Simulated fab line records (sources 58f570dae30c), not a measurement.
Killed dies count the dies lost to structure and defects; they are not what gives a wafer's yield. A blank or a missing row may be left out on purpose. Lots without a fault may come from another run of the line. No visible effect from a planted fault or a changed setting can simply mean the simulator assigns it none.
fab line records + flow berkeley-cmos170
[record]
- lots = 6
- wafers = 18
- last-day = 13
route steps=331 shown M3@309
lots that met no fault: from a run of the same line without faults
start-h: hours from the record's opening day to when the first of the lot's shown wafers began + wait-h: time in hours since the lot's previous step + " same as the row above + L1.1+2: a single row standing in for several wafers + - either no value or no given start + * or withheld: withheld + < > ~ a bound
route shown NAME@n: names a module that has steps shown in the file, with the first one's number in the route + usual: mean and standard deviation over wafers with no fault + same: alike in all rows + chamber/n: place in a boat + sites: each site's reading + _std_site: standard deviation across them + _edge_site: outer sites' mean less inner sites' + radius-mm: how far each site lies from the wafer's centre + mask NAME#n: copy n + behind: the last tool/chamber to shape the wafer + hold: cause of the lot's hold/its duration in hours/its outcome + device: which transistor (n, p or np) failed to switch + end of line: the tests these same wafers got at the end of their route + a step without rows: its recipe alone + killed: at the first sort, the dies lost to defects and structure; wafer yield is something else + map: dies across one wafer; x = killed, . = not, _ = none there
set.NAME: the setting that was run; set.NAME@STEP: the one run at that earlier step + model.NAME: the simulator's own value behind a step, which no gauge read
lots at selected steps of the route; one table per step, one row per wafer
services: from which hour (start-h, from the record's first day; less than 0 if before it) a tool's chamber was out of use, for how many hours, and why
[[steps]]
[step UCB170_M3_PRE_CLEAN_00]
[recipe]
- gas = Ar
- preclean-etch-time-s = 60
[step UCB170_M3_SPUTTER_01]
[recipe]
- material = Al
- target-thk-nm = 900
- time-s = 120
- power-w = 6000
- chamber-pressure-pa = 0.5
[usual]
- throttle-valve-pct = 30.1/0.84
| lot.wafer | tool           | chamber | start-h | wait-h | throttle-valve-pct |
|-----------|----------------|---------|---------|--------|--------------------|
| L506.1    | pvd-sputter-03 | -       | 187.87  | 0.0    | 30.2               |
| L506.3    | "              | -       | "       | "      | 28.4               |
| L506.5    | "              | -       | "       | "      | 30.1               |
| L509.1    | pvd-sputter-02 | -       | 196.50  | 0.0    | 30.2               |
| L509.4    | "              | -       | "       | "      | 29.5               |
| L509.6    | "              | -       | "       | "      | 29.0               |
| L517.1    | pvd-sputter-01 | -       | 255.23  | 0.0    | 30.4               |
| L517.2    | "              | -       | "       | "      | 30.1               |
| L517.5    | "              | -       | "       | "      | 29.0               |
| L521.2    | pvd-sputter-02 | -       | 268.53  | 0.0    | 30.2               |
| L521.4    | "              | -       | "       | "      | 29.5               |
| L521.5    | "              | -       | "       | "      | 30.2               |
| L522.1    | pvd-sputter-01 | -       | 274.88  | 0.0    | 29.4               |
| L522.5    | "              | -       | "       | "      | 30.2               |
| L522.6    | "              | -       | "       | "      | 30.4               |
| L528.2    | pvd-sputter-02 | -       | 312.78  | 0.0    | 30.5               |
| L528.3    | "              | -       | "       | "      | 29.4               |
| L528.4    | "              | -       | "       | "      | 30.4               |
[step UCB170_M3_RS_MEAS_02]
[recipe]
- thk-meas-gauge = four-point-probe
- reads = Al_of_M3_SPUTTER_01
[usual]
- M3_AL_RS = 0.0322/0.00041
| lot.wafer | tool          | chamber | start-h | wait-h | M3_AL_RS[ohm/sq] |
|-----------|---------------|---------|---------|--------|------------------|
| L506.1    | film-metro-01 | -       | 187.95  | 0.0    | 0.0315           |
| L506.3    | "             | -       | "       | "      | 0.0315           |
| L506.5    | "             | -       | "       | "      | 0.0315           |
| L509.1    | film-metro-01 | -       | 196.58  | 0.0    | 0.0320           |
| L509.4    | "             | -       | "       | "      | 0.0322           |
| L509.6    | "             | -       | "       | "      | 0.0322           |
| L517.1    | film-metro-01 | -       | 255.31  | 0.0    | 0.0323           |
| L517.2    | "             | -       | "       | "      | 0.0321           |
| L517.5    | "             | -       | "       | "      | 0.0321           |
| L521.2    | film-metro-03 | -       | 268.63  | 0.1    | 0.0315           |
| L521.4    | "             | -       | "       | "      | 0.0325           |
| L521.5    | "             | -       | "       | "      | 0.0315           |
| L522.1    | film-metro-01 | -       | 274.96  | 0.0    | 0.0324           |
| L522.5    | "             | -       | "       | "      | 0.0322           |
| L522.6    | "             | -       | "       | "      | 0.0321           |
| L528.2    | film-metro-01 | -       | 312.89  | 0.1    | 0.0318           |
| L528.3    | "             | -       | "       | "      | 0.0323           |
| L528.4    | "             | -       | "       | "      | 0.0319           |
[step UCB170_M3_THK_MEAS_03]
[recipe]
- thk-meas-gauge = xrf
- reads = Al_of_M3_SPUTTER_01
[usual]
- M3_AL_THK = 880/13
| lot.wafer | tool          | chamber | start-h | wait-h | M3_AL_THK[nm] |
|-----------|---------------|---------|---------|--------|---------------|
| L506.1    | film-metro-01 | -       | 188.07  | 0.1    | 899           |
| L506.3    | "             | -       | "       | "      | 896           |
| L506.5    | "             | -       | "       | "      | 895           |
| L509.1    | film-metro-01 | -       | 196.70  | 0.1    | 883           |
| L509.4    | "             | -       | "       | "      | 874           |
| L509.6    | "             | -       | "       | "      | 871           |
| L517.1    | film-metro-01 | -       | 255.43  | 0.1    | 879           |
| L517.2    | "             | -       | "       | "      | 888           |
| L517.5    | "             | -       | "       | "      | 879           |
| L521.2    | film-metro-03 | -       | 268.74  | 0.1    | 897           |
| L521.4    | "             | -       | "       | "      | 873           |
| L521.5    | "             | -       | "       | "      | 894           |
| L522.1    | film-metro-01 | -       | 275.08  | 0.1    | 880           |
| L522.5    | "             | -       | "       | "      | 872           |
| L522.6    | "             | -       | "       | "      | 874           |
| L528.2    | film-metro-01 | -       | 313.00  | 0.1    | 886           |
| L528.3    | "             | -       | "       | "      | 874           |
| L528.4    | "             | -       | "       | "      | 881           |
[step UCB170_M3_HMDS_04]
[recipe]
- prime-time-s = 60
- prime-temp-c = 100
[step UCB170_M3_COAT_05]
[recipe]
- resist = KrF
- spin-rpm = 1500
- resist-thk-nm = 900
[step UCB170_M3_SOFTBAKE_06]
[recipe]
- resist = KrF
- temp-c = 130
- time-s = 60
[step UCB170_M3_STRIP_07]
[recipe]
- chemistry = O2
- power-w = 400
- pressure-mtorr = 3500
- platen-temp-c = withheld
- o2-flow-sccm = 400
- overash-fraction = 0.5
[usual]
- drypump-motor-current-A = 5.8/0.38
- oes-product-au = 0.735/0.0044
- strip-time-to-endpoint-s = 22.01/0.072
| lot.wafer | tool            | chamber | start-h | wait-h | drypump-motor-current-A | oes-product-au | rf-hours-counter-h | strip-time-to-endpoint-s |
|-----------|-----------------|---------|---------|--------|-------------------------|----------------|--------------------|--------------------------|
| L506.1    | plasma-asher-04 | 0       | 188.58  | 0.1    | 5.7                     | 0.737          | 48                 | 21.99                    |
| L506.3    | "               | 0       | "       | "      | 5.7                     | 0.735          | -                  | 22.01                    |
| L506.5    | "               | 1       | "       | "      | 6.3                     | 0.732          | -                  | 22.01                    |
| L509.1    | plasma-asher-03 | 0       | 197.21  | 0.1    | 6.1                     | 0.735          | 41                 | 21.81                    |
| L509.4    | "               | 1       | "       | "      | 5.1                     | 0.745          | -                  | 21.90                    |
| L509.6    | "               | 1       | "       | "      | 5.1                     | 0.730          | -                  | 21.83                    |
| L517.1    | plasma-asher-03 | 0       | 256.19  | 0.1    | 6.1                     | 0.735          | 47                 | 22.09                    |
| L517.2    | "               | 1       | "       | "      | 5.1                     | 0.734          | 47                 | 22.07                    |
| L517.5    | "               | 1       | "       | "      | 5.0                     | 0.742          | -                  | 22.00                    |
| L521.2    | plasma-asher-01 | 0       | 269.46  | 0.1    | 6.0                     | 0.733          | 17                 | 22.08                    |
| L521.4    | "               | 0       | "       | "      | 5.9                     | 0.740          | -                  | 22.01                    |
| L521.5    | "               | 0       | "       | "      | 6.0                     | 0.735          | -                  | 21.99                    |
| L522.1    | plasma-asher-03 | 0       | 275.59  | 0.1    | 6.1                     | 0.731          | 49                 | 21.93                    |
| L522.5    | "               | 1       | "       | "      | 5.1                     | 0.734          | -                  | 21.96                    |
| L522.6    | "               | 0       | "       | "      | 6.1                     | 0.731          | -                  | 21.92                    |
| L528.2    | plasma-asher-03 | 1       | 314.11  | 0.1    | 5.1                     | 0.729          | 55                 | 21.98                    |
| L528.3    | "               | 0       | "       | "      | 6.1                     | 0.736          | -                  | 22.08                    |
| L528.4    | "               | 1       | "       | "      | 5.1                     | 0.735          | -                  | 21.99                    |
[step UCB170_M3_STRIP_08]
[recipe]
- chemistry = DMSO
- temp-c = 80
- time-s = 600
- material = KrF
[step UCB170_M3_COAT_09]
[recipe]
- resist = BARC
- temp-c = withheld
- time-s = withheld
- spin-rpm = 3000
- resist-thk-nm = withheld
[step UCB170_M3_COAT_10]
[recipe]
- resist = KrF
- spin-rpm = 1500
- resist-thk-nm = 900
[step UCB170_M3_SOFTBAKE_11]
[recipe]
- resist = KrF
- temp-c = 130
- time-s = 60
[step UCB170_M3_EXPOSE_12]
[recipe]
- mask-id = METAL3
- target-cd-nm = 700
- na = 0.5
- sigma-outer = 0.6
- source-shape = conventional
- dose-mj = 26
[usual]
- exposure-dose-mJ-cm2 = 26.002/0.027
- focus-offset-nm = 0.1/0.5
| lot.wafer | tool           | chamber | start-h | wait-h | mask     | exposure-dose-mJ-cm2 | focus-offset-nm |
|-----------|----------------|---------|---------|--------|----------|----------------------|-----------------|
| L506.1    | krf-scanner-01 | -       | 189.60  | -      | METAL3#0 | -                    | -               |
| L506.3    | "              | -       | "       | "      | METAL3#0 | -                    | -               |
| L506.5    | "              | -       | "       | "      | METAL3#0 | -                    | -               |
| L509.1    | krf-scanner-01 | -       | 197.99  | -      | METAL3#0 | -                    | -               |
| L509.4    | "              | -       | "       | "      | METAL3#0 | -                    | -               |
| L509.6    | "              | -       | "       | "      | METAL3#0 | -                    | -               |
| L517.1    | krf-scanner-01 | 0       | 257.09  | -      | METAL3#0 | 26.004               | 0.0             |
| L517.2    | "              | 0       | "       | "      | METAL3#0 | 26.000               | 0.4             |
| L517.5    | "              | 0       | "       | "      | METAL3#0 | 25.961               | 0.3             |
| L521.2    | krf-scanner-02 | 0       | 270.41  | -      | METAL3#0 | 25.991               | -0.2            |
| L521.4    | "              | 0       | "       | "      | METAL3#0 | 25.979               | 0.1             |
| L521.5    | "              | 0       | "       | "      | METAL3#0 | 25.993               | 0.2             |
| L522.1    | krf-scanner-02 | 0       | 276.45  | -      | METAL3#0 | 25.999               | -0.5            |
| L522.5    | "              | 0       | "       | "      | METAL3#0 | 26.012               | 0.2             |
| L522.6    | "              | 0       | "       | "      | METAL3#0 | 26.005               | 0.3             |
| L528.2    | krf-scanner-02 | 0       | 315.48  | -      | METAL3#0 | 25.969               | -0.4            |
| L528.3    | "              | 0       | "       | "      | METAL3#0 | 25.966               | -1.1            |
| L528.4    | "              | 0       | "       | "      | METAL3#0 | 25.988               | -1.0            |
[step UCB170_M3_PEB_13]
[recipe]
- peb-temp-c = 130
- peb-time-s = withheld
- resist = KrF
[[services]]
| tool            | chamber | start-h | hours | kind        |
|-----------------|---------|---------|-------|-------------|
| plasma-asher-04 | -       | 165.26  | 7.5   | repair      |
| krf-scanner-02  | -       | 190.44  | 1.0   | pm          |
| krf-scanner-01  | -       | 191.44  | 0.8   | pm          |
| krf-scanner-02  | -       | 193.19  | 0.8   | pm          |
| pvd-sputter-02  | -       | 212.16  | 1.3   | repair      |
| plasma-asher-03 | -       | 225.32  | 1.9   | repair      |
| krf-scanner-01  | 0       | 233.16  | -     | calibration |
| plasma-asher-04 | -       | 233.98  | 8.0   | repair      |
| krf-scanner-01  | -       | 241.31  | 2.0   | repair      |
| krf-scanner-02  | -       | 253.80  | 1.3   | pm          |
| pvd-sputter-03  | -       | 267.00  | 1.9   | repair      |
| krf-scanner-01  | -       | 270.84  | 1.3   | pm          |
| krf-scanner-01  | -       | 275.52  | 4.8   | repair      |
| krf-scanner-02  | 0       | 293.58  | -     | calibration |
| plasma-asher-01 | -       | 294.35  | 20.4  | repair      |
| krf-scanner-02  | -       | 301.25  | 0.9   | repair      |
[[key]]
[first-sign]
- step = UCB170_M3_EXPOSE_12
- reading = tool-record
- direction = missing
effect none on later readings
met-at UCB170_M3_EXPOSE_12
struck-wafers L506.1,L506.3,L506.5,L509.1,L509.4,L509.6
later-rows-left-out L506.1,L506.3,L506.5,L509.1,L509.4,L509.6
sort-left-out L506.1,L506.3,L506.5,L509.1,L509.4,L509.6
[earlier-fault]
- kind = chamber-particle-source
- tool = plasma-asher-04
- chamber = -
- onset-h = 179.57
- steps = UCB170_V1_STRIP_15
- rate-per-visit-cm2 = 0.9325
[fault]
- kind = skipped-step-whole
- tool = krf-scanner-01
- chamber = -
- onset-h = 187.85
- steps = UCB170_M3_EXPOSE_12
- scope = struck-lots-only
// sort-left-out: the simulated sort isn't trusted on such a fault, so these wafers' sort isn't shown, and their yield isn't known
// later-rows-left-out: the simulator's readings of these wafers behind a module that went badly wrong aren't trusted and aren't shown, but for the sort
